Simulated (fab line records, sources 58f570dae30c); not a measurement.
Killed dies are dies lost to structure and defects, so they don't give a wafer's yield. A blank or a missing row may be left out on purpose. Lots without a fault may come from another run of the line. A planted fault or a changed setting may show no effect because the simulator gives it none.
Chamber matching | flow berkeley_cmos170 | UCB170_V1_CMP_02 on cmp-01: 4 sister chambers
The step polishes SiO2. 16 wafers are shown with their chamber, then 8 later ones without.

WAFERS WITH THEIR CHAMBER
wafer  | chamber | motor_current_A (A)
L450.3 | 1       | 16.8
L450.4 | 0       | 15.9
L450.6 | 3       | 14.1
L448.1 | 0       | 15.0
L448.3 | 3       | 14.5
L448.6 | 2       | 16.0
L451.1 | 1       | 17.3
L451.3 | 0       | 15.0
L451.5 | 2       | 15.7
L453.2 | 0       | 15.5
L453.4 | 3       | 14.3
L453.6 | 3       | 12.9
L456.1 | 3       | 14.5
L456.2 | 2       | 16.8
L456.3 | 0       | 15.7
L458.3 | 1       | 17.5

SIGNATURES (means of the wafers above)
reading         | chamber 0 | chamber 1 | chamber 2 | chamber 3 | scatter within a chamber
motor_current_A | 15.420    | 17.200    | 16.167    | 14.060    | 0.53
Rule: a wafer's distance from a chamber is the root of the sum, over the readings, of the square of ((its reading less the chamber's mean) divided by the reading's scatter). The wafer belongs to the nearest chamber; if the next one is less than 2 further off, it can't be placed. The scatter: the root of (the sum of the squares of (reading less its chamber's mean) over the shown wafers, divided by (wafers less chambers)).

WAFERS WITHOUT THEIR CHAMBER
wafer  | motor_current_A (A)
L458.5 | 16.1
L458.6 | 17.0
L461.1 | 15.6
L461.3 | 15.3
L461.6 | 15.4
L463.1 | 16.6
L463.4 | 14.3
L463.6 | 14.5

WHICH CHAMBER EACH WENT THROUGH
wafer  | from the rows above          | in truth
L458.5 | can't be placed: 2 or 0 or 1 | 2
L458.6 | can't be placed: 1 or 2      | 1
L461.1 | can't be placed: 0 or 2      | 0
L461.3 | can't be placed: 0 or 2      | 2
L461.6 | can't be placed: 0 or 2      | 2
L463.1 | can't be placed: 2 or 1 or 0 | 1
L463.4 | can't be placed: 3 or 0      | 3
L463.6 | can't be placed: 3 or 0      | 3
Placed correctly: 0 of 8. Can't be placed from these rows: 8 (the true chamber is among the candidates in 8). Placed wrongly: 0.
